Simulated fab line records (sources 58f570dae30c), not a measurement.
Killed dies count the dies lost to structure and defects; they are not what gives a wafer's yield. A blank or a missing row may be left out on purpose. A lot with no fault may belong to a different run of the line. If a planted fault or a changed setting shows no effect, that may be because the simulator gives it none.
Which tool is to blame? | flow berkeley cmos170 | 14 lots, 42 wafers sampled, at 5 steps of a route of 331

== WHAT THE GAUGES READ, wafer by wafer ==
UCB170_NWELL_TW_MEAS_16. Usual: NWELL_TW 1257, standard deviation 11.
lot  | measured    | on            | NWELL_TW       | flag
L596 | day 2 01:26 | film metro-03 | 1263 1270 1266 |
L597 | day 2 06:43 | film metro-03 | 1268 1261 1264 |
L599 | day 3 02:13 | film metro-02 | 1242 1241 1245 |
L600 | day 3 02:27 | film metro-04 | 1265 1266 1254 |
L603 | day 3 20:44 | film metro-03 | 1269 1271 1276 |
L605 | day 4 01:16 | film metro-02 | 2079 2079 2072 | OFF
L606 | day 4 11:20 | film metro-03 | 2122 2114 2120 | OFF
L608 | day 4 20:34 | film metro-03 | 1260 1267 1273 |
L610 | day 5 04:38 | film metro-03 | 1276 1264 1272 |
L613 | day 5 21:27 | film metro-03 | 1265 1265 1264 |
L616 | day 6 12:13 | film metro-03 | 1253 1260 1257 |
L617 | day 6 18:26 | film metro-03 | 1258 1257 1260 |
L618 | day 6 22:54 | film metro-02 | 1237 1240 1239 |
L619 | day 7 05:46 | film metro-02 | 1246 1247 1245 |

UCB170_V1_CD_MEAS_90 targets a cd of 700 nm. Usual: cd nm 699.7 nm, standard deviation 1.6.
lot  | measured     | on        | cd nm (nm)        | flag
L596 | day 6 21:02  | cd sem-01 | 697.0 698.1 698.2 |
L597 | day 7 09:37  | cd sem-02 | 701.9 702.9 701.3 |
L599 | day 7 23:17  | cd sem-01 | 700.7 700.6 699.2 |
L600 | day 7 23:29  | cd sem-01 | 700.1 697.8 700.4 |
L603 | day 9 08:30  | cd sem-01 | 699.4 699.7 699.5 |
L605 | day 9 08:35  | cd sem-02 | 701.0 699.6 699.5 |
L606 | day 9 19:41  | cd sem-02 | 697.9 698.1 697.3 |
L608 | day 10 18:21 | cd sem-02 | 698.8 698.0 698.7 |
L610 | day 11 02:40 | cd sem-02 | 697.3 697.2 696.8 |
L613 | day 11 03:01 | cd sem-02 | 698.2 699.2 697.8 |
L616 | day 12 02:52 | cd sem-02 | 700.2 700.0 700.8 |
L617 | day 12 03:11 | cd sem-02 | 700.0 701.3 700.7 |
L618 | day 12 02:38 | cd sem-02 | 699.5 698.7 698.6 |
L619 | day 13 00:52 | cd sem-01 | 698.8 697.1 697.9 |

UCB170_V2_BOW_MEAS_03. Usual: V2_BOW 38 um, standard deviation 7.1.
lot  | measured     | on            | V2_BOW (um) | flag
L596 | day 7 00:10  | film metro-02 | 42 46 46    |
L597 | day 7 12:56  | film metro-01 | 44 43 36    |
L599 | day 8 03:07  | film metro-02 | 41 52 39    |
L600 | day 8 03:25  | film metro-03 | 47 46 32    |
L603 | day 9 11:45  | film metro-02 | 39 38 47    |
L605 | day 9 12:02  | film metro-01 | 38 45 43    |
L606 | day 9 22:56  | film metro-03 | 34 44 32    |
L608 | day 10 22:11 | film metro-03 | 33 42 34    |
L610 | day 11 06:45 | film metro-02 | 40 36 52    |
L613 | day 11 07:28 | film metro-03 | 38 32 35    |
L616 | day 12 06:58 | film metro-02 | 54 55 34    |
L617 | day 12 07:38 | film metro-02 | 43 26 43    |
L618 | day 12 06:40 | film metro-01 | 39 45 45    |
L619 | day 13 06:52 | film metro-03 | 50 46 45    |

== WHAT TOOL EACH LOT RAN ON (gives the tool, then ch and the chambers of the sampled wafers, and finally the start) ==
lot  | UCB170_NWELL_IMPLANT_14        | UCB170_PLDD_STRIP_10
L596 | implanter-01 ch 0, day 2 01:12 | plasma asher-02 ch 0,1, day 5 19:01
L597 | implanter-01 ch 0, day 2 06:30 | plasma asher-01 ch 0,1, day 6 05:20
L599 | implanter-01 ch 0, day 3 01:58 | plasma asher-01 ch 0,1, day 6 19:27
L600 | implanter-01 ch 0, day 3 02:12 | plasma asher-02 ch 0,1, day 6 19:57
L603 | implanter-03 ch 0, day 3 20:29 | plasma asher-04 ch 0,1, day 7 22:53
L605 | implanter-01 ch 0, day 4 01:03 | plasma asher-01 ch 0,1, day 7 23:11
L606 | implanter-01 ch 0, day 4 11:05 | plasma asher-04 ch 0,1, day 8 12:04
L608 | implanter-03 ch 0, day 4 20:19 | plasma asher-02 ch 0,1, day 9 04:13
L610 | implanter-02 ch 0, day 5 04:23 | plasma asher-02 ch 0,1, day 9 16:02
L613 | implanter-03 ch 0, day 5 21:12 | plasma asher-04 ch 0,1, day 9 20:22
L616 | implanter-03 ch 0, day 6 11:58 | plasma asher-02 ch 0,1, day 10 22:11
L617 | implanter-03 ch 0, day 6 18:11 | plasma asher-04 ch 0,1, day 10 22:33
L618 | implanter-03 ch 0, day 6 22:41 | plasma asher-04 ch 0,1, day 10 23:04
L619 | implanter-03 ch 0, day 7 05:31 | plasma asher-04 ch 0, day 11 15:21
- UCB170_NWELL_IMPLANT_14
- UCB170_PLDD_STRIP_10: strips in O2.

== AS READ BY THE TOOLS THEMSELVES (means over the sampled wafers that have a number; for cases with no such wafer, the mark the record gives instead) ==
UCB170_NWELL_IMPLANT_14. Usual: dose ions cm2 1e+13, standard deviation 1e+10; faraday current uA 31.7, standard deviation 0.65.
lot  | tool         | dose ions cm2 | faraday current uA | flag
L596 | implanter-01 | 1e+13         | 31.2               |
L597 | implanter-01 | 1e+13         | 31.7               |
L599 | implanter-01 | 1e+13         | 31.8               |
L600 | implanter-01 | 1e+13         | 31.6               |
L603 | implanter-03 | 1e+13         | 32.1               |
L605 | implanter-01 | 5e+13         | 158.8              | OFF
L606 | implanter-01 | 5e+13         | 158.2              | OFF
L608 | implanter-03 | 1e+13         | 31.4               |
L610 | implanter-02 | 1e+13         | 31.9               |
L613 | implanter-03 | 1e+13         | 32.2               |
L616 | implanter-03 | 1e+13         | 32.1               |
L617 | implanter-03 | 1e+13         | 31.6               |
L618 | implanter-03 | 1e+13         | 32.3               |
L619 | implanter-03 | 1e+13         | 32.1               |

UCB170_PLDD_STRIP_10. Usual: chamber pressure mTorr 3500 mTorr, standard deviation 3.5; drypump motor current A 5.7 A, standard deviation 0.64; oes product au 0.733 a.u., standard deviation 0.0046; strip time to endpoint s 21.34 s, standard deviation 0.062.
lot  | tool            | chamber pressure mTorr (mTorr) | drypump motor current A (A) | oes product au (a.u.) | strip time to endpoint s (s) | flag
L596 | plasma asher-02 | 3498                           | 5.3                         | 0.731                 | 21.38                        |
L597 | plasma asher-01 | 3498                           | 5.5                         | 0.729                 | 21.31                        |
L599 | plasma asher-01 | 3501                           | 6.1                         | 0.732                 | 21.33                        |
L600 | plasma asher-02 | 3497                           | 5.3                         | 0.736                 | 21.32                        |
L603 | plasma asher-04 | 3500                           | 5.9                         | 0.734                 | 21.35                        |
L605 | plasma asher-01 | 3502                           | 5.5                         | 0.730                 | 21.44                        |
L606 | plasma asher-04 | 3500                           | 5.9                         | 0.728                 | 21.28                        |
L608 | plasma asher-02 | 3499                           | 5.3                         | 0.735                 | 21.40                        |
L610 | plasma asher-02 | 3504                           | 5.3                         | 0.734                 | 21.30                        |
L613 | plasma asher-04 | 3499                           | 5.9                         | 0.730                 | 21.37                        |
L616 | plasma asher-02 | 3501                           | 5.3                         | 0.734                 | 21.36                        |
L617 | plasma asher-04 | 3498                           | 5.9                         | 0.733                 | 21.36                        |
L618 | plasma asher-04 | 3503                           | 5.9                         | 0.736                 | 21.32                        |
L619 | plasma asher-04 | 3500                           | 6.6                         | 0.735                 | 21.30                        |

== THE ANSWER, worked out from the rows above alone ==
Rule: lot off if the mean of its wafers having a number is beyond 3 standard deviations from the usual mean. Also off: a lot with no number at a reading for which 4 or more lots have one. All remaining lots with rows at the step are treated as sound. First the gauges in route order, then the tools' own readings, where a lot's mean is used as printed above. The first step at which some lot is off is used, and at that step the reading that is off furthest; a lot without a number counts as furthest.
Off: at UCB170_NWELL_TW_MEAS_16 (NWELL_TW), L605, L606.
If a tool, at a process step before that reading, ran all the lots that are off and no sound lot after the first of them, it fits. The gauges at UCB170_NWELL_TW_MEAS_16 aren't tried: what is off there is off at UCB170_NWELL_IMPLANT_14 too, on other tools, and a gauge's error can't cause that. One fits: implanter-01 at UCB170_NWELL_IMPLANT_14. A fault onset in the window from L600 (day 3 02:12, its last sound lot) to L605 (day 4 01:03, its first lot off) fits.
The tool's own readings at UCB170_NWELL_IMPLANT_14 bear it out: on the lots that are off they differ by more than 5 times the standard deviation of the sound lots' means. dose ions cm2 reads 5e+13 there against 1e+13 on the sound lots; faraday current uA reads 158.5 there against 31.8 on the sound lots.

== WHAT THE SIMULATOR HAD PUT IN ==
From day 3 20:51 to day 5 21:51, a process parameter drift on implanter-01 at UCB170_NWELL_IMPLANT_14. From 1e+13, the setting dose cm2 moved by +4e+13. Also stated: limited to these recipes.
Shown lots that were struck: L605, L606. This agrees with what the rule above found.
